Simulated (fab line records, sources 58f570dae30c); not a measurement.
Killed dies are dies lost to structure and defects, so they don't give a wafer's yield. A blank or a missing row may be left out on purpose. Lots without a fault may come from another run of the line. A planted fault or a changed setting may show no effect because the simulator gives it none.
Which tool did it? | flow berkeley_cmos170 | 14 lots, 42 wafers sampled, at 5 steps of a route of 331

WHAT THE GAUGES READ, wafer by wafer
UCB170_NWELL_TW_MEAS_16.
lot  | measured    | on            | NWELL_TW
L856 | day 2 15:22 | film_metro-02 | 1229 1232 1235
L857 | day 2 20:52 | film_metro-02 | 1234 1226 1231
L858 | day 3 06:36 | film_metro-01 | 1233 1235 1236
L861 | day 3 14:56 | film_metro-02 | 1238 1233 1234
L859 | day 3 15:11 | film_metro-04 | 1243 1240 1236
L860 | day 3 15:11 | film_metro-01 | 1240 1245 1239
L862 | day 4 05:37 | film_metro-02 | 1234 1234 1235
L864 | day 4 11:38 | film_metro-01 | 1284 1289 1282
L865 | day 4 12:11 | film_metro-02 | 1230 1232 1229
L870 | day 5 07:08 | film_metro-01 | 1290 1295 1292
L873 | day 6 06:59 | film_metro-04 | 1237 1241 1232
L876 | day 6 13:41 | film_metro-04 | 1230 1234 1235
L878 | day 7 05:32 | film_metro-04 | 1234 1228 1228
L879 | day 7 05:40 | film_metro-01 | 1233 1233 1238

UCB170_PVT_OVL_MEAS_06.
lot  | measured     | on         | PVT_OVL (nm)
L856 | day 6 22:20  | overlay-02 | -1 4 1
L857 | day 6 21:44  | overlay-01 | -2 -1 -8
L858 | day 6 22:04  | overlay-02 | 0 -2 1
L861 | day 7 17:23  | overlay-02 | 3 -1 -3
L859 | day 7 17:07  | overlay-01 | -8 -7 -13
L860 | day 7 17:57  | overlay-02 | -1 6 -1
L862 | day 7 17:40  | overlay-01 | 1 3 -2
L864 | day 8 15:07  | overlay-02 | -4 2 3
L865 | day 8 14:44  | overlay-01 | -10 -13 -13
L870 | day 9 04:36  | overlay-01 | 1 -2 3
L873 | day 11 03:04 | overlay-02 | 0 1 6
L876 | day 11 02:43 | overlay-02 | -2 -11 -2
L878 | day 11 18:10 | overlay-02 | 5 -6 1
L879 | day 11 17:54 | overlay-02 | -5 -11 -1

UCB170_CONTACT_CD_MEAS_15: target cd 700 nm.
lot  | measured     | on        | cd_nm (nm)
L856 | day 8 05:29  | cd_sem-02 | 700.9 700.5 700.5
L857 | day 8 05:14  | cd_sem-01 | 700.8 701.0 699.8
L858 | day 8 07:27  | cd_sem-01 | 700.5 699.5 701.0
L861 | day 9 08:44  | cd_sem-01 | 699.9 698.9 701.4
L859 | day 9 07:40  | cd_sem-02 | 697.2 699.7 698.1
L860 | day 9 09:00  | cd_sem-02 | 700.8 700.4 701.0
L862 | day 9 08:41  | cd_sem-02 | 700.6 700.6 700.7
L864 | day 10 02:10 | cd_sem-01 | 700.1 698.6 697.7
L865 | day 10 01:52 | cd_sem-01 | 697.6 698.5 698.0
L870 | day 11 05:17 | cd_sem-02 | 702.5 701.4 703.8
L873 | day 13 03:35 | cd_sem-01 | 701.8 701.1 701.2
L876 | day 13 01:45 | cd_sem-01 | 700.9 700.3 699.4
L878 | day 13 20:32 | cd_sem-01 | 698.4 697.6 698.9
L879 | day 13 20:19 | cd_sem-02 | 699.4 699.0 698.5

WHICH TOOL RAN EACH LOT (tool, then ch and the chambers of the sampled wafers, then the start)
lot  | UCB170_NWELL_IMPLANT_14        | UCB170_GATE_STRIP_16
L856 | implanter-03 ch 0, day 2 15:07 | plasma_asher-01 ch 0,1, day 7 10:04
L857 | implanter-02 ch 0, day 2 20:38 | plasma_asher-04 ch 0, day 7 09:49
L858 | implanter-03 ch 0, day 3 06:21 | plasma_asher-04 ch 0,1, day 7 10:18
L861 | implanter-02 ch 0, day 3 14:41 | plasma_asher-04 ch 0,1, day 8 09:19
L859 | implanter-04 ch 0, day 3 14:57 | plasma_asher-01 ch 0,1, day 8 09:03
L860 | implanter-03 ch 0, day 3 14:58 | plasma_asher-01 ch 0,1, day 8 09:32
L862 | implanter-03 ch 0, day 4 05:23 | plasma_asher-03 ch 0,1, day 8 09:10
L864 | implanter-03 ch 0, day 4 11:24 | plasma_asher-04 ch 0,1, day 9 03:58
L865 | implanter-04 ch 0, day 4 11:57 | plasma_asher-03 ch 0,1, day 9 03:19
L870 | implanter-03 ch 0, day 5 06:55 | plasma_asher-04 ch 0, day 10 03:37
L873 | implanter-02 ch 0, day 6 06:45 | plasma_asher-01 ch 0,1, day 11 21:45
L876 | implanter-02 ch 0, day 6 13:20 | plasma_asher-04 ch 0,1, day 11 21:09
L878 | implanter-04 ch 0, day 7 05:17 | plasma_asher-03 ch 0,1, day 12 20:22
L879 | implanter-02 ch 0, day 7 05:26 | plasma_asher-01 ch 0,1, day 12 20:05
- UCB170_NWELL_IMPLANT_14
- UCB170_GATE_STRIP_16: strips in O2.

WHAT THE TOOLS THEMSELVES READ (means of the sampled wafers that have a number; where no wafer has one, the mark that the record gives instead)
UCB170_NWELL_IMPLANT_14.
lot  | tool         | beam_energy_keV | dose_ions_cm2 | faraday_current_uA
L856 | implanter-03 | 150.02          | 1.0006e+13    | 32.1
L857 | implanter-02 | 150.01          | 1.0008e+13    | 31.4
L858 | implanter-03 | 150.01          | 1.0002e+13    | 31.4
L861 | implanter-02 | 149.97          | 9.9940e+12    | 31.5
L859 | implanter-04 | 150.02          | 9.9990e+12    | 32.3
L860 | implanter-03 | 150.05          | 9.9913e+12    | 31.9
L862 | implanter-03 | 150.04          | 1.0002e+13    | 32.2
L864 | implanter-03 | 150.02          | 1.1122e+13    | 35.7
L865 | implanter-04 | 150.06          | 1.0007e+13    | 32.1
L870 | implanter-03 | 150.02          | 1.1129e+13    | 35.6
L873 | implanter-02 | 150.00          | 9.9900e+12    | 30.9
L876 | implanter-02 | 149.95          | 9.9970e+12    | 32.3
L878 | implanter-04 | 150.08          | 9.9873e+12    | 31.7
L879 | implanter-02 | 150.01          | 1.0019e+13    | 31.9

UCB170_GATE_STRIP_16.
lot  | tool            | drypump_motor_current_A (A) | oes_product_au (a.u.)
L856 | plasma_asher-01 | 6.3                         | 0.723
L857 | plasma_asher-04 | 5.6                         | 0.720
L858 | plasma_asher-04 | 5.6                         | 0.728
L861 | plasma_asher-04 | 5.4                         | 0.728
L859 | plasma_asher-01 | 6.2                         | 0.718
L860 | plasma_asher-01 | 6.2                         | 0.722
L862 | plasma_asher-03 | 5.2                         | 0.726
L864 | plasma_asher-04 | 5.4                         | 0.727
L865 | plasma_asher-03 | 5.2                         | 0.725
L870 | plasma_asher-04 | 5.7                         | 0.722
L873 | plasma_asher-01 | 6.3                         | 0.731
L876 | plasma_asher-04 | 5.4                         | 0.726
L878 | plasma_asher-03 | 5.2                         | 0.719
L879 | plasma_asher-01 | 6.3                         | 0.720

THE ANSWER, worked out from the rows above alone
Rule: what is usual is taken from the lots themselves. Put in order of their means at a reading, lots are off if they are a third of the lots or fewer, leave a main group of 4 or more, and stand apart from it by a gap of 3 or more times the standard deviation of the main group's means; of several such gaps the widest counts. A main group whose means are all the same, to the digits that the tables above print for the reading, isn't used. A lot without any number at a reading at which 4 lots or more have one is off too. The other lots that the step has rows for count as sound. The gauges are gone through in route order, then the tools' own readings, and for those a lot's mean is taken as printed above. The first step at which some lot is off is used, and at that step the reading that is off furthest; a lot without a number counts as furthest.
Off: L864, L870, at UCB170_NWELL_TW_MEAS_16 (NWELL_TW). The main group: mean 1234, standard deviation 3.4.
A tool fits if, at a process step before that reading, it ran every lot that is off, and no sound lot after the first of them. The gauges at UCB170_NWELL_TW_MEAS_16 aren't tried: what is off there is off at UCB170_NWELL_IMPLANT_14 too, on other tools, and a gauge's error can't cause that. One fits: implanter-03 at UCB170_NWELL_IMPLANT_14. Its last sound lot is L862 (day 4 05:23), its first lot that is off L864 (day 4 11:24): a fault that began between those two fits.
The tool's own readings at UCB170_NWELL_IMPLANT_14 bear it out: on the lots that are off they differ by more than 5 times the standard deviation of the sound lots' means. dose_ions_cm2 reads 1.1126e+13 there against 1.0000e+13 on the sound lots; faraday_current_uA reads 35.7 there against 31.8 on the sound lots.

WHAT THE SIMULATOR HAD PUT IN
Process parameter drift: implanter-03, from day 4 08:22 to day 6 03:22, at UCB170_NWELL_IMPLANT_14. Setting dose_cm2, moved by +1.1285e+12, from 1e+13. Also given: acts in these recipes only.
Lots struck among those shown: L864, L870. The rule above found the same.
